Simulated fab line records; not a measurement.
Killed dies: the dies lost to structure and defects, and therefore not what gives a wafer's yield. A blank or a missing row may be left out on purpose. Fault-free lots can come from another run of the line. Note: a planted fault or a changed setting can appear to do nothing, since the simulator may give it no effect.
fab line records	flow berkeleyCmos170
record lots=5	wafers=15	lastDay=13
route steps=331 shown START@1 ZERO@6 NWELL@14
lots with no fault: from the same line, run without faults
startH: hours from the record's first day to the start of the lot's first wafer shown	waitH: hours since the lot's step before	" unchanged from the row above	L1.1+2: one row covering several wafers at once	- no value present, or no start provided	* or withheld: withheld	< > ~ a bound
route shown NAME@n: names a module that has steps shown in the file, with the first one's number in the route	usual: average and standard deviation across the fault-free wafers	same: alike in all rows	chamber/n: place in a boat	sites: each site's reading	_std_site: the standard deviation of these	_edge_site: inner sites' mean taken away from outer sites' mean	radiusMm: how far each site lies from the wafer's centre	mask NAME#n: copy n	behind: the most recent tool/chamber to have shaped the wafer	hold: cause of the lot's hold/its duration in hours/its outcome	device: names the non-switching transistor (n, p or np)	end of line: the route-end tests of the same wafers	a step given without rows: its recipe and nothing more	killed: not the wafer's yield, but the dies lost to structure and defects at the first sort	map: a wafer's dies, marking killed ones x, the rest . and places with no die _
set.NAME: setting as actually run; set.NAME@STEP: the setting as run at that earlier step	model.NAME: the simulator's own value behind a step, which no gauge read
lots at some steps of the route; a table a step, a row a wafer
services: from which hour (startH, from the record's first day; less than 0 if before it) a tool's chamber was out of use, for how many hours, and why
## steps
# step UCB170_START_BOW_MEAS_00
# recipe mode=bow
# usual INCOMING_BOW=0/7.2
lot.wafer	tool	chamber	startH	waitH	INCOMING_BOW[um]
L078.1	filmMetro-02	-	30.00	-	-8
L078.5	"	-	"	"	3
L078.6	"	-	"	"	5
L080.3	filmMetro-01	-	40.04	-	11
L080.4	"	-	"	"	-3
L080.6	"	-	"	"	2
L091.3	filmMetro-03	-	95.04	-	7
L091.4	"	-	"	"	-6
L091.6	"	-	"	"	-14
L094.1	filmMetro-02	-	110.00	-	0
L094.2	"	-	"	"	10
L094.6	"	-	"	"	-13
L096.2	filmMetro-01	-	120.02	-	-2
L096.4	"	-	"	"	-1
L096.6	"	-	"	"	-12
# step UCB170_START_CLEAN_01
# recipe chemistry=dHF	dilution=25:1	timeS=60
lot.wafer	tool	chamber	startH	waitH
L078.1+5+6	wetBench-01	0	30.29	0.3
L080.3+4+6	wetBench-03	3	41.51	1.5
L091.3+4+6	wetBench-01	1	97.71	2.6
L094.1+2+6	wetBench-01	3	110.12	0.1
L096.2+4+6	wetBench-02	0	120.12	0.1
# step UCB170_START_OXIDATION_02
# recipe tempC=950	ambient=O2	targetThkA=200	oxTimeS=1800
# usual zonePowerSourcePct=26.5/1.9
lot.wafer	tool	chamber	startH	waitH	zonePowerSourcePct
L078.1	furnace-01	0	34.23	3.9	28.8
L078.5	"	0	"	"	27.7
L078.6	"	0	"	"	28.8
L080.3	furnace-04	0	46.37	4.8	26.7
L080.4	"	0	"	"	26.7
L080.6	"	0	"	"	26.3
L091.3	furnace-04	0	100.77	3.0	26.3
L091.4	"	0	"	"	26.7
L091.6	"	0	"	"	26.7
L094.1	furnace-04	0	113.97	3.8	26.2
L094.2	"	0	"	"	26.9
L094.6	"	0	"	"	26.2
L096.2	furnace-04	0	124.23	4.1	26.7
L096.4	"	0	"	"	26.3
L096.6	"	0	"	"	26.3
# step UCB170_START_THK_MEAS_03
# recipe reads=SiO2_of_START_OXIDATION_02
# usual START_OXIDE_THK=20.0/0.34
lot.wafer	tool	chamber	startH	waitH	START_OXIDE_THK[nm]
L078.1	filmMetro-03	-	35.73	0.0	19.6
L078.5	"	-	"	"	19.4
L078.6	"	-	"	"	19.6
L080.3	filmMetro-02	-	47.89	0.0	19.4
L080.4	"	-	"	"	19.5
L080.6	"	-	"	"	20.0
L091.3	filmMetro-02	-	102.29	0.0	20.3
L091.4	"	-	"	"	19.9
L091.6	"	-	"	"	20.1
L094.1	filmMetro-02	-	115.47	0.0	19.8
L094.2	"	-	"	"	19.7
L094.6	"	-	"	"	20.0
L096.2	filmMetro-02	-	125.74	0.0	20.2
L096.4	"	-	"	"	20.4
L096.6	"	-	"	"	19.9
# step UCB170_START_ANNEAL_04
# recipe tempC=950	timeS=1200	ambient=N2
# usual zonePowerSourcePct=25.0/1.7
lot.wafer	tool	chamber	startH	waitH	zonePowerSourcePct
L078.1	furnace-04	0	39.40	3.7	26.4
L078.5	"	0	"	"	26.7
L078.6	"	0	"	"	26.3
L080.3	furnace-04	0	50.88	3.0	26.7
L080.4	"	0	"	"	25.8
L080.6	"	0	"	"	26.0
L091.3	furnace-02	0	105.28	3.0	23.2
L091.4	"	0	"	"	23.5
L091.6	"	0	"	"	23.5
L094.1	furnace-04	0	118.39	2.9	26.3
L094.2	"	0	"	"	27.1
L094.6	"	0	"	"	26.5
L096.2	furnace-02	0	130.64	4.9	23.6
L096.4	"	0	"	"	23.6
L096.6	"	0	"	"	23.9
# step UCB170_ZERO_HMDS_00
# recipe primeTimeS=60	primeTempC=100
# usual exhaustPa=45.1/1
lot.wafer	tool	chamber	startH	waitH	exhaustPa
L078.1	lithoTrack-03	0	40.86	0.1	44.5
L078.5	"	0	"	"	45.5
L078.6	"	0	"	"	45.5
L080.3	lithoTrack-03	0	52.49	0.3	44.0
L080.4	"	0	"	"	44.5
L080.6	"	0	"	"	44.5
L091.3	lithoTrack-01	0	106.90	0.3	45.8
L091.4	"	0	"	"	46.4
L091.6	"	0	"	"	44.9
L094.1	lithoTrack-01	0	119.72	0.0	45.2
L094.2	"	0	"	"	46.2
L094.6	"	0	"	"	44.9
L096.2	lithoTrack-04	0	132.00	0.0	45.5
L096.4	"	0	"	"	45.6
L096.6	"	0	"	"	44.7
# step UCB170_ZERO_COAT_01
# recipe resist=KrF	spinRpm=1500	resistThkNm=900
# usual exhaustPa=44.8/1.1
lot.wafer	tool	chamber	startH	waitH	exhaustPa
L078.1	lithoTrack-03	0	41.01	0.1	44.7
L078.5	"	0	"	"	44.6
L078.6	"	0	"	"	45.2
L080.3	lithoTrack-03	0	52.64	0.1	43.9
L080.4	"	0	"	"	45.2
L080.6	"	0	"	"	46.0
L091.3	lithoTrack-01	0	107.05	0.1	44.9
L091.4	"	0	"	"	46.3
L091.6	"	0	"	"	45.2
L094.1	lithoTrack-01	0	119.87	0.1	43.3
L094.2	"	0	"	"	43.5
L094.6	"	0	"	"	43.8
L096.2	lithoTrack-04	0	132.15	0.1	45.4
L096.4	"	0	"	"	45.5
L096.6	"	0	"	"	45.1
# step UCB170_ZERO_SOFTBAKE_02
# recipe resist=KrF	tempC=130	timeS=60
# usual exhaustPa=45.1/0.91
lot.wafer	tool	chamber	startH	waitH	exhaustPa
L078.1	lithoTrack-03	0	41.16	0.1	44.5
L078.5	"	0	"	"	45.6
L078.6	"	0	"	"	44.8
L080.3	lithoTrack-03	0	52.79	0.1	43.4
L080.4	"	0	"	"	44.5
L080.6	"	0	"	"	43.9
L091.3	lithoTrack-01	0	107.20	0.1	46.0
L091.4	"	0	"	"	46.4
L091.6	"	0	"	"	45.0
L094.1	lithoTrack-01	0	120.02	0.1	46.2
L094.2	"	0	"	"	46.2
L094.6	"	0	"	"	46.1
L096.2	lithoTrack-04	0	132.30	0.1	44.0
L096.4	"	0	"	"	43.8
L096.6	"	0	"	"	44.3
# step UCB170_ZERO_EXPOSE_03
# recipe maskId=PM_MARKS	na=0.5	sigmaOuter=0.6	sourceShape=conventional	targetCdNm=4000	doseMj=30.38
lot.wafer	tool	chamber	startH	waitH	mask
L078.1+5+6	krfScanner-02	0	41.31	0.1	PM_MARKS#0
L080.3+4+6	krfScanner-01	0	52.93	0.1	PM_MARKS#0
L091.3+4+6	krfScanner-02	0	107.57	0.3	PM_MARKS#0
L094.1+2+6	krfScanner-02	0	120.17	0.1	PM_MARKS#0
L096.2+4+6	krfScanner-02	0	132.44	0.1	PM_MARKS#0
# step UCB170_ZERO_PEB_04
# recipe pebTempC=130	pebTimeS=withheld	resist=KrF
# usual exhaustPa=45.1/0.83
lot.wafer	tool	chamber	startH	waitH	exhaustPa
L078.1	lithoTrack-01	0	41.42	0.1	44.5
L078.5	"	0	"	"	45.1
L078.6	"	0	"	"	45.0
L080.3	lithoTrack-04	0	53.08	0.1	45.2
L080.4	"	0	"	"	43.7
L080.6	"	0	"	"	45.5
L091.3	lithoTrack-01	0	107.73	0.1	45.4
L091.4	"	0	"	"	44.4
L091.6	"	0	"	"	46.5
L094.1	lithoTrack-03	0	120.29	0.1	44.7
L094.2	"	0	"	"	43.7
L094.6	"	0	"	"	44.2
L096.2	lithoTrack-04	0	132.57	0.1	44.8
L096.4	"	0	"	"	44.7
L096.6	"	0	"	"	45.7
# step UCB170_ZERO_DEVELOP_05
# recipe developer=TMAH	developTimeS=45	resist=KrF	devTempC=21
# usual developerTempC=20.99/0.11	exhaustPa=45.0/0.79
lot.wafer	tool	chamber	startH	waitH	developerTempC	exhaustPa
L078.1	lithoTrack-01	0	-	-	21.07	46.5
L078.5	"	0	"	"	20.89	45.5
L078.6	"	0	"	"	21.12	44.6
L080.3	lithoTrack-04	0	-	-	21.00	45.2
L080.4	"	0	"	"	21.05	44.9
L080.6	"	0	"	"	20.89	44.1
L091.3	lithoTrack-01	0	-	-	20.77	45.5
L091.4	"	0	"	"	20.85	45.6
L091.6	"	0	"	"	20.99	43.9
L094.1	lithoTrack-03	0	-	-	20.95	45.2
L094.2	"	0	"	"	21.07	44.3
L094.6	"	0	"	"	21.04	45.3
L096.2	lithoTrack-04	0	-	-	20.92	44.8
L096.4	"	0	"	"	20.88	45.5
L096.6	"	0	"	"	20.88	45.6
# step UCB170_ZERO_ETCH_06
# recipe chemistry=CHF3/CF4/Ar	target=SiO2	timeS=12	pressureMtorr=100	rfW=500	CHF3_flow_sccm=50	cf4FlowSccm=10	Ar_flow_sccm=120	overEtchFrac=1.58
# usual drypumpMotorCurrentA=5.8/0.51	oesProductAu=0.619/0.008	throttleValvePct=9.25/0.14
lot.wafer	tool	chamber	startH	waitH	drypumpMotorCurrentA	oesProductAu	rfHoursCounterH	throttleValvePct
L078.1	rieDiel-03	3	41.70	-	6.2	0.605	133	9.00
L078.5	"	3	"	"	6.2	0.612	-	9.01
L078.6	"	0	"	"	5.7	0.625	-	9.39
L080.3	rieDiel-02	1	53.31	-	6.1	0.617	131	9.25
L080.4	"	3	"	"	5.5	0.621	108	9.26
L080.6	"	0	"	"	5.6	0.606	-	9.20
L091.3	rieDiel-02	1	107.96	-	6.2	0.631	135	9.27
L091.4	"	0	"	"	5.6	0.609	13	9.22
L091.6	"	0	"	"	5.6	0.608	-	9.22
L094.1	rieDiel-03	3	120.56	-	6.2	0.605	138	9.01
L094.2	"	0	"	"	5.6	0.620	116	9.39
L094.6	"	1	"	"	6.6	0.627	-	9.39
L096.2	rieDiel-03	3	132.82	-	6.2	0.615	139	9.02
L096.4	"	2	"	"	4.9	0.625	113	9.23
L096.6	"	0	"	"	5.7	0.625	-	9.39
# step UCB170_ZERO_STRIP_07
# recipe chemistry=O2	powerW=400	pressureMtorr=3500	platenTempC=withheld	o2FlowSccm=400	overashFraction=0.5
# usual drypumpMotorCurrentA=5.6/0.56	oesProductAu=0.727/0.0051	stripTimeToEndpointS=21.50/0.061
lot.wafer	tool	chamber	startH	waitH	drypumpMotorCurrentA	oesProductAu	rfHoursCounterH	stripTimeToEndpointS
L078.1	plasmaAsher-01	1	41.72	0.0	6.3	0.724	25	21.51
L078.5	"	0	"	"	5.1	0.727	-	21.45
L078.6	"	1	"	"	6.2	0.733	-	21.43
L080.3	plasmaAsher-04	1	53.36	0.0	5.3	0.732	-	21.52
L080.4	"	0	"	"	5.9	0.723	-	21.50
L080.6	"	1	"	"	5.3	0.730	-	21.56
L091.3	plasmaAsher-04	0	108.01	0.0	5.9	0.729	-	21.55
L091.4	"	1	"	"	5.3	0.723	-	21.46
L091.6	"	0	"	"	5.9	0.731	-	21.51
L094.1	plasmaAsher-03	0	120.59	0.0	6.0	0.730	38	21.60
L094.2	"	1	"	"	4.8	0.715	38	21.57
L094.6	"	1	"	"	4.8	0.725	-	21.59
L096.2	plasmaAsher-01	1	132.84	0.0	6.2	0.731	34	21.39
L096.4	"	0	"	"	5.1	0.730	-	21.44
L096.6	"	1	"	"	6.3	0.732	-	21.36
# step UCB170_NWELL_WET_ETCH_00
# recipe chemistry=dHF	dilution=25:1	target=SiO2	tempC=25	timeS=200
lot.wafer	tool	chamber	startH	waitH
L078.1+5+6	wetBench-03	2	41.82	0.1
L080.3+4+6	wetBench-03	0	53.43	0.0
L091.3+4+6	wetBench-03	0	109.69	1.6
L094.1+2+6	wetBench-03	2	120.69	0.1
L096.2+4+6	wetBench-02	3	132.94	0.1
# step UCB170_NWELL_OXIDATION_01
# recipe tempC=1000	ambient=O2	targetThkA=264	oxTimeS=1260
# usual zonePowerSourcePct=29.4/2.3
lot.wafer	tool	chamber	startH	waitH	zonePowerSourcePct
L078.1	furnace-01	0	47.26	5.4	31.9
L078.5	"	0	"	"	32.3
L078.6	"	0	"	"	32.5
L080.3	furnace-01	0	57.21	3.7	32.1
L080.4	"	0	"	"	32.1
L080.6	"	0	"	"	31.9
L091.3	furnace-04	0	112.62	2.8	29.6
L091.4	"	0	"	"	29.6
L091.6	"	0	"	"	30.3
L094.1	furnace-02	0	122.36	1.6	26.4
L094.2	"	0	"	"	26.5
L094.6	"	0	"	"	26.2
L096.2	furnace-02	0	137.74	4.7	26.1
L096.4	"	0	"	"	26.5
L096.6	"	0	"	"	26.3
# step UCB170_NWELL_THK_MEAS_02
# recipe reads=SiO2_of_NWELL_OXIDATION_01
# usual NWELL_OXIDE_THK=26.2/0.43
lot.wafer	tool	chamber	startH	waitH	NWELL_OXIDE_THK[nm]
L078.1	filmMetro-02	-	48.61	0.0	26.5
L078.5	"	-	"	"	26.3
L078.6	"	-	"	"	26.6
L080.3	filmMetro-04	-	58.58	0.0	26.2
L080.4	"	-	"	"	25.9
L080.6	"	-	"	"	26.2
L091.3	filmMetro-04	-	113.99	0.0	26.2
L091.4	"	-	"	"	26.3
L091.6	"	-	"	"	25.9
L094.1	filmMetro-02	-	123.71	0.0	26.1
L094.2	"	-	"	"	26.5
L094.6	"	-	"	"	25.9
L096.2	filmMetro-04	-	139.10	0.0	26.5
L096.4	"	-	"	"	26.5
L096.6	"	-	"	"	26.6
# step UCB170_NWELL_ANNEAL_03
# recipe tempC=1000	timeS=900	ambient=N2
# usual zonePowerSourcePct=29.9/2.4
lot.wafer	tool	chamber	startH	waitH	zonePowerSourcePct
L078.1	furnace-02	0	51.78	3.2	26.7
L078.5	"	0	"	"	26.2
L078.6	"	0	"	"	26.2
L080.3	furnace-01	0	61.31	2.7	31.5
L080.4	"	0	"	"	32.2
L080.6	"	0	"	"	31.7
L091.3	furnace-02	0	117.11	3.1	27.0
L091.4	"	0	"	"	26.4
L091.6	"	0	"	"	26.0
L094.1	furnace-04	0	128.75	5.0	30.1
L094.2	"	0	"	"	29.7
L094.6	"	0	"	"	29.7
L096.2	furnace-04	0	139.68	0.6	30.1
L096.4	"	0	"	"	29.8
L096.6	"	0	"	"	30.1
# step UCB170_NWELL_CVD_04
# recipe material=Si3N4	targetThkNm=224	tempC=800	precursor=SiH2Cl2/NH3	timeS=3360	pressureMtorr=200	sih2cl2FlowSccm=25	nh3FlowSccm=75
# usual zonePowerSourcePct=20.6/1.2
lot.wafer	tool	chamber	startH	waitH	zonePowerSourcePct
L078.1	lpcvd-02	0	53.03	0.0	22.1
L078.5	"	0	"	"	22.2
L078.6	"	0	"	"	22.0
L080.3	lpcvd-02	1	62.59	0.0	20.5
L080.4	"	1	"	"	20.9
L080.6	"	1	"	"	20.3
L091.3	lpcvd-01	0	118.36	0.0	18.3
L091.4	"	0	"	"	18.2
L091.6	"	0	"	"	18.6
L094.1	lpcvd-02	0	130.00	0.0	22.5
L094.2	"	0	"	"	22.0
L094.6	"	0	"	"	22.3
L096.2	lpcvd-02	1	140.93	0.0	20.3
L096.4	"	1	"	"	20.2
L096.6	"	1	"	"	20.4
# step UCB170_NWELL_THK_MEAS_05
# recipe reads=Si3N4_of_NWELL_CVD_04
# usual NWELL_NITRIDE_THK=224.0/2.2
lot.wafer	tool	chamber	startH	waitH	NWELL_NITRIDE_THK[nm]
L078.1	filmMetro-04	-	54.96	0.0	223.3
L078.5	"	-	"	"	223.4
L078.6	"	-	"	"	224.1
L080.3	filmMetro-02	-	64.56	0.0	225.4
L080.4	"	-	"	"	226.7
L080.6	"	-	"	"	226.3
L091.3	filmMetro-04	-	120.31	0.0	223.3
L091.4	"	-	"	"	219.9
L091.6	"	-	"	"	221.9
L094.1	filmMetro-01	-	131.93	0.0	222.4
L094.2	"	-	"	"	220.6
L094.6	"	-	"	"	220.9
L096.2	filmMetro-01	-	142.88	0.0	225.1
L096.4	"	-	"	"	222.9
L096.6	"	-	"	"	223.0
# step UCB170_NWELL_HMDS_06
# recipe primeTimeS=60	primeTempC=100
# usual exhaustPa=44.7/0.9
lot.wafer	tool	chamber	startH	waitH	exhaustPa
L078.1	lithoTrack-03	0	55.05	0.1	44.1
L078.5	"	0	"	"	46.7
L078.6	"	0	"	"	46.2
L080.3	lithoTrack-03	0	64.92	0.4	44.4
L080.4	"	0	"	"	46.1
L080.6	"	0	"	"	45.4
L091.3	lithoTrack-02	0	120.68	0.4	43.2
L091.4	"	0	"	"	43.5
L091.6	"	0	"	"	43.6
L094.1	lithoTrack-03	0	131.99	0.1	44.5
L094.2	"	0	"	"	44.8
L094.6	"	0	"	"	44.3
L096.2	lithoTrack-04	0	143.19	0.3	45.2
L096.4	"	0	"	"	44.5
L096.6	"	0	"	"	46.8
# step UCB170_NWELL_COAT_07
# recipe resist=KrF	spinRpm=1500	resistThkNm=900
# usual exhaustPa=45.1/1
lot.wafer	tool	chamber	startH	waitH	exhaustPa
L078.1	lithoTrack-03	0	55.20	0.1	45.7
L078.5	"	0	"	"	44.7
L078.6	"	0	"	"	45.2
L080.3	lithoTrack-03	0	65.07	0.1	45.3
L080.4	"	0	"	"	46.3
L080.6	"	0	"	"	45.4
L091.3	lithoTrack-02	0	120.83	0.1	45.9
L091.4	"	0	"	"	47.1
L091.6	"	0	"	"	46.6
L094.1	lithoTrack-03	0	132.14	0.1	43.8
L094.2	"	0	"	"	45.4
L094.6	"	0	"	"	43.3
L096.2	lithoTrack-04	0	143.34	0.1	46.9
L096.4	"	0	"	"	45.2
L096.6	"	0	"	"	45.5
# step UCB170_NWELL_SOFTBAKE_08
# recipe resist=KrF	tempC=130	timeS=60
# usual exhaustPa=45.0/0.8
lot.wafer	tool	chamber	startH	waitH	exhaustPa
L078.1	lithoTrack-03	0	55.35	0.1	45.4
L078.5	"	0	"	"	46.7
L078.6	"	0	"	"	45.5
L080.3	lithoTrack-03	0	65.22	0.1	45.3
L080.4	"	0	"	"	44.5
L080.6	"	0	"	"	43.8
L091.3	lithoTrack-02	0	120.98	0.1	43.3
L091.4	"	0	"	"	44.5
L091.6	"	0	"	"	43.9
L094.1	lithoTrack-03	0	132.29	0.1	44.7
L094.2	"	0	"	"	44.2
L094.6	"	0	"	"	43.9
L096.2	lithoTrack-04	0	143.49	0.1	44.4
L096.4	"	0	"	"	44.6
L096.6	"	0	"	"	45.7
# step UCB170_NWELL_EXPOSE_09
# recipe maskId=NWELL	targetCdNm=3000	na=0.5	sigmaOuter=0.6	sourceShape=conventional	doseMj=25
lot.wafer	tool	chamber	startH	waitH	mask
L078.1+5+6	krfScanner-01	0	55.50	0.1	NWELL#0
L080.3+4+6	krfScanner-01	0	65.77	0.5	NWELL#0
L091.3+4+6	krfScanner-01	0	121.17	0.2	NWELL#0
L094.1+2+6	krfScanner-01	0	132.44	0.1	NWELL#0
L096.2+4+6	krfScanner-01	0	143.64	0.1	NWELL#0
# step UCB170_NWELL_PEB_10
# recipe pebTempC=130	pebTimeS=withheld	resist=KrF
# usual exhaustPa=45.0/0.83
lot.wafer	tool	chamber	startH	waitH	exhaustPa
L078.1	lithoTrack-02	0	55.77	0.3	44.4
L078.5	"	0	"	"	45.9
L078.6	"	0	"	"	45.2
L080.3	lithoTrack-04	0	65.90	0.1	44.8
L080.4	"	0	"	"	44.8
L080.6	"	0	"	"	44.2
L091.3	lithoTrack-02	0	122.13	0.9	45.2
L091.4	"	0	"	"	43.3
L091.6	"	0	"	"	44.6
L094.1	lithoTrack-02	0	132.56	0.1	44.2
L094.2	"	0	"	"	45.7
L094.6	"	0	"	"	44.6
L096.2	lithoTrack-02	0	143.98	0.3	44.6
L096.4	"	0	"	"	44.5
L096.6	"	0	"	"	45.3
# step UCB170_NWELL_DEVELOP_11
# recipe developer=TMAH	developTimeS=45	resist=KrF	devTempC=21
# usual developerTempC=20.98/0.11	exhaustPa=45.1/0.8
lot.wafer	tool	chamber	startH	waitH	developerTempC	exhaustPa
L078.1	lithoTrack-02	0	-	-	20.93	45.4
L078.5	"	0	"	"	20.97	45.7
L078.6	"	0	"	"	21.05	44.2
L080.3	lithoTrack-04	0	-	-	20.89	45.5
L080.4	"	0	"	"	20.89	45.1
L080.6	"	0	"	"	20.94	45.0
L091.3	lithoTrack-02	0	-	-	20.83	45.0
L091.4	"	0	"	"	21.00	45.7
L091.6	"	0	"	"	20.83	45.7
L094.1	lithoTrack-02	0	-	-	20.88	46.1
L094.2	"	0	"	"	20.93	45.3
L094.6	"	0	"	"	20.90	46.3
L096.2	lithoTrack-02	0	-	-	21.13	46.3
L096.4	"	0	"	"	20.98	44.9
L096.6	"	0	"	"	20.93	45.3
# step UCB170_NWELL_OVL_MEAS_12
# usual NWELL_OVL=-1/4.9
lot.wafer	tool	chamber	startH	waitH	NWELL_OVL[nm]
L078.1	overlay-01	-	56.05	-	-4
L078.5	"	-	"	"	-6
L078.6	"	-	"	"	-7
L080.3	overlay-01	-	66.14	-	5
L080.4	"	-	"	"	1
L080.6	"	-	"	"	0
L091.3	overlay-02	-	122.37	-	-3
L091.4	"	-	"	"	-1
L091.6	"	-	"	"	-10
L094.1	overlay-02	-	132.83	-	0
L094.2	"	-	"	"	-3
L094.6	"	-	"	"	-4
L096.2	overlay-02	-	144.24	-	1
L096.4	"	-	"	"	-5
L096.6	"	-	"	"	-4
# step UCB170_NWELL_ETCH_13
# recipe chemistry=CH3F/Ar/O2	target=Si3N4	stopOn=SiO2	CH3F_flow_sccm=20	Ar_flow_sccm=50	O2_flow_sccm=7	pressureMtorr=50	rfW=450	targetDepthA=2464	overEtchFrac=0.1	timeS=154
# usual drypumpMotorCurrentA=5.7/0.58	oesProductAu=0.940/0.014	throttleValvePct=8.01/0.15
lot.wafer	tool	chamber	startH	waitH	drypumpMotorCurrentA	oesProductAu	rfHoursCounterH	throttleValvePct
L078.1	rieDiel-04	3	56.08	0.0	4.9	0.941	151	8.27
L078.5	"	0	"	"	6.0	0.936	-	7.88
L078.6	"	3	"	"	4.9	0.942	-	8.27
L080.3	rieDiel-03	3	66.16	0.0	6.2	0.931	135	7.83
L080.4	"	1	"	"	6.6	0.960	-	8.18
L080.6	"	2	"	"	4.9	0.953	-	8.03
L091.3	rieDiel-01	3	122.39	0.0	5.1	0.933	0	7.97
L091.4	"	2	"	"	5.5	0.912	64	8.16
L091.6	"	3	"	"	5.1	0.925	-	7.99
L094.1	rieDiel-01	3	132.87	0.0	5.1	0.930	1	7.98
L094.2	"	0	"	"	5.2	0.940	122	7.84
L094.6	"	1	"	"	5.2	0.954	-	7.91
L096.2	rieDiel-03	2	144.27	0.0	4.9	0.948	113	8.07
L096.4	"	3	"	"	6.2	0.922	139	7.83
L096.6	"	1	"	"	6.6	0.946	-	8.18
# step UCB170_NWELL_IMPLANT_14
# recipe species=P	doseCm2=1.02e+13	energyKev=150	tiltDeg=7
lot.wafer	tool	chamber	startH	waitH
L078.1+5+6	implanter-01	0	56.19	0.1
L080.3+4+6	implanter-03	0	66.32	0.1
L091.3+4+6	implanter-02	0	122.54	0.1
L094.1+2+6	implanter-03	0	132.97	0.1
L096.2+4+6	implanter-02	0	144.39	0.1
# step UCB170_NWELL_STRIP_15
# recipe chemistry=O2	powerW=400	pressureMtorr=3500	platenTempC=withheld	o2FlowSccm=400	overashFraction=0.5
# usual drypumpMotorCurrentA=5.7/0.53	oesProductAu=0.721/0.0046	stripTimeToEndpointS=18.05/0.08
lot.wafer	tool	chamber	startH	waitH	drypumpMotorCurrentA	oesProductAu	rfHoursCounterH	stripTimeToEndpointS
L078.1	plasmaAsher-01	1	56.34	0.1	6.2	0.724	26	18.04
L078.5	"	0	"	"	5.1	0.714	-	18.07
L078.6	"	1	"	"	6.3	0.722	-	17.99
L080.3	plasmaAsher-01	1	66.45	0.1	6.3	0.719	-	18.05
L080.4	"	0	"	"	5.1	0.717	-	18.02
L080.6	"	0	"	"	5.1	0.719	-	18.12
L091.3	plasmaAsher-02	0	122.68	0.1	6.4	0.719	-	18.04
L091.4	"	1	"	"	5.3	0.719	-	18.09
L091.6	"	0	"	"	6.4	0.714	-	18.07
L094.1	plasmaAsher-02	0	133.12	0.1	6.4	0.728	43	18.05
L094.2	"	1	"	"	5.3	0.721	43	18.07
L094.6	"	1	"	"	5.3	0.726	-	18.07
L096.2	plasmaAsher-01	0	144.52	0.1	5.1	0.723	35	17.93
L096.4	"	1	"	"	6.3	0.720	-	17.93
L096.6	"	1	"	"	6.2	0.719	-	18.01
# step UCB170_NWELL_TW_MEAS_16
# usual NWELL_TW=1249/8.4
lot.wafer	tool	chamber	startH	waitH	NWELL_TW
L078.1	filmMetro-01	-	56.44	0.1	1256
L078.5	"	-	"	"	1252
L078.6	"	-	"	"	1254
L080.3	filmMetro-01	-	66.54	0.1	1264
L080.4	"	-	"	"	1259
L080.6	"	-	"	"	1253
L091.3	filmMetro-02	-	122.76	0.1	1265
L091.4	"	-	"	"	1251
L091.6	"	-	"	"	1260
L094.1	filmMetro-01	-	133.22	0.1	1247
L094.2	"	-	"	"	1254
L094.6	"	-	"	"	1249
L096.2	filmMetro-01	-	144.63	0.1	1251
L096.4	"	-	"	"	1251
L096.6	"	-	"	"	1256
# step UCB170_NWELL_CLEAN_17
# recipe chemistry=SPM	tempC=120	timeS=600
# usual bathGuardTempC=119.9/0.52
lot.wafer	tool	chamber	startH	waitH	bathGuardTempC
L078.1	wetBench-03	3	56.50	0.1	120.0
L078.5	"	3	"	"	120.1
L078.6	"	3	"	"	120.3
L080.3	wetBench-04	3	67.80	1.3	120.0
L080.4	"	3	"	"	120.0
L080.6	"	3	"	"	119.7
L091.3	wetBench-03	0	122.80	0.0	120.3
L091.4	"	0	"	"	120.3
L091.6	"	0	"	"	120.4
L094.1	wetBench-04	3	133.28	0.1	120.5
L094.2	"	3	"	"	120.3
L094.6	"	3	"	"	120.2
L096.2	wetBench-03	1	144.68	0.0	119.3
L096.4	"	1	"	"	119.2
L096.6	"	1	"	"	119.4
# step UCB170_NWELL_WET_ETCH_18
# recipe chemistry=H3PO4	target=Si3N4	tempC=160	timeS=14400
# usual bathGuardTempC=159.9/0.54
lot.wafer	tool	chamber	startH	waitH	bathGuardTempC
L078.1	wetBench-03	0	56.88	0.2	160.2
L078.5	"	0	"	"	160.0
L078.6	"	0	"	"	159.9
L080.3	wetBench-04	0	68.06	0.1	158.7
L080.4	"	0	"	"	158.8
L080.6	"	0	"	"	159.0
L091.3	wetBench-04	1	122.98	0.0	160.3
L091.4	"	1	"	"	160.5
L091.6	"	1	"	"	160.3
L094.1	wetBench-03	0	133.46	0.0	160.2
L094.2	"	0	"	"	160.4
L094.6	"	0	"	"	160.1
L096.2	wetBench-02	1	144.87	0.0	160.3
L096.4	"	1	"	"	160.2
L096.6	"	1	"	"	160.0
## services
tool	chamber	startH	hours	kind
furnace-04	-	9.13	5.1	pm
furnace-02	-	11.74	3.1	pm
rieDiel-03	2	27.60	6.4	repair
plasmaAsher-02	-	33.48	2.8	pm
furnace-04	-	40.73	3.0	pm
plasmaAsher-01	-	45.70	1.6	repair
krfScanner-01	-	50.29	1.0	pm
wetBench-02	-	54.32	41.4	pm
plasmaAsher-04	-	57.01	24.8	repair
rieDiel-03	0	65.18	5.1	repair
rieDiel-01	-	73.70	14.6	pm
krfScanner-02	-	73.76	1.3	pm
implanter-02	-	79.34	4.7	repair
plasmaAsher-01	-	86.78	2.1	repair
furnace-04	-	88.07	5.7	pm
rieDiel-02	-	88.15	2.8	pm
plasmaAsher-01	-	88.81	8.0	repair
rieDiel-02	3	91.45	8.4	repair
plasmaAsher-04	-	108.84	9.0	pm
plasmaAsher-01	-	118.04	0.7	repair
plasmaAsher-01	-	120.53	2.8	pm
furnace-01	-	126.16	3.2	pm
krfScanner-02	-	131.14	1.0	pm
rieDiel-03	3	138.91	5.0	repair
## key
fault none
